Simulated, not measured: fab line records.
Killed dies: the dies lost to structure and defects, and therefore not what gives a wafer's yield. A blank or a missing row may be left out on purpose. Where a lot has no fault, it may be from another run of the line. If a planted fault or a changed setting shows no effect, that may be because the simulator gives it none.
One fault through the eyes of 2 desks	flow berkeley_cmos170	numbers are kept per desk, each desk with only its own; the story behind them comes last

THE TOOL OWNER'S DESK: implanter-04
For each lot that ran on this tool, the mean over its sampled wafers that have a number, from the tool's own readings at UCB170_PVT_IMPLANT_07. The brackets show how far a lot's mean lies from the usual mean; more than 4 standard deviations puts the lot out of limits, marked OUT.
Columns: A = beam_energy_keV at UCB170_PVT_IMPLANT_07, usual 29.999; B = faraday_current_uA at UCB170_PVT_IMPLANT_07, usual 6.36
lot	first seen here	A	B
L701	day 6 23:35	29.996	6.42
L705	day 7 06:00	30.004	6.41
L708	day 7 13:23	29.981	6.28
L707	day 7 13:35	30.008	6.38
L715	day 9 01:30	21.003 (-99 or more) OUT	6.39
L713	day 9 01:58	20.990 (-99 or more) OUT	6.44
L714	day 9 02:31	21.005 (-99 or more) OUT	6.41
This desk's finding: out of limits on L713, L714, L715; first on L715, day 9 01:30 (beam_energy_keV at UCB170_PVT_IMPLANT_07). Within limits: L701, L705, L708, L707.

METROLOGY DESK
Lot by lot, what the gauges showed, no matter which tool ran the lot: averages of those sampled wafers that carry a number. The brackets show how far a lot's mean lies from the usual mean; more than 4 standard deviations puts the lot out of limits, marked OUT.
Columns: A = SCREENOX_OXIDE_THK at UCB170_SCREENOX_THK_MEAS_02, usual 14.30 nm; B = PVT_OVL at UCB170_PVT_OVL_MEAS_06, usual 1 nm; C = PVT_TW at UCB170_PVT_TW_MEAS_09, usual 506
lot	first seen here	A	B	C
L701	day 6 13:16	14.30	1	499
L702	day 6 13:20	14.81	1	500
L705	day 6 18:47	14.22	0	502
L703	day 6 18:49	14.27	4	511
L707	day 7 05:49	14.52	0	511
L708	day 7 05:49	14.32	-8	509
L706	day 7 05:49	14.33	-3	504
L715	day 8 15:37	14.53	2	458 (-13) OUT
L713	day 8 15:38	14.48	4	455 (-13) OUT
L714	day 8 15:38	14.08	7	460 (-12) OUT
L711	day 8 15:43	14.20	0	505
L710	day 8 15:43	14.20	8	507
L720	day 9 10:13	13.98	4	507
L722	day 10 09:28	14.38	-4	509
L723	day 10 09:28	14.29	1	508
This desk finds L713, L714, L715 out of limits, with the earliest case on L715 at day 9 01:42 (PVT_TW at UCB170_PVT_TW_MEAS_09). Within limits: L701, L702, L705, L703, L707, L708, L706, L711, L710, L720, L722, L723.

BROUGHT TOGETHER
An alarm could have come from the tool owner's desk at day 9 01:30, on L713, L714, L715.
On L713, L714, L715, the metrology desk was in a position to raise an alarm at day 9 01:42.
All the named lots went through UCB170_PVT_IMPLANT_07 on implanter-04.

WHAT HAD BEEN PUT IN BY THE SIMULATOR
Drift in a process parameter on implanter-04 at UCB170_PVT_IMPLANT_07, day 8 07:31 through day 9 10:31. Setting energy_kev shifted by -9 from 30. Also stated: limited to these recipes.
Struck lots among those shown: L713, L714, L715.
Fault start to first reading out of limits, in hours, per desk: tool owner, 18; metrology, 18.
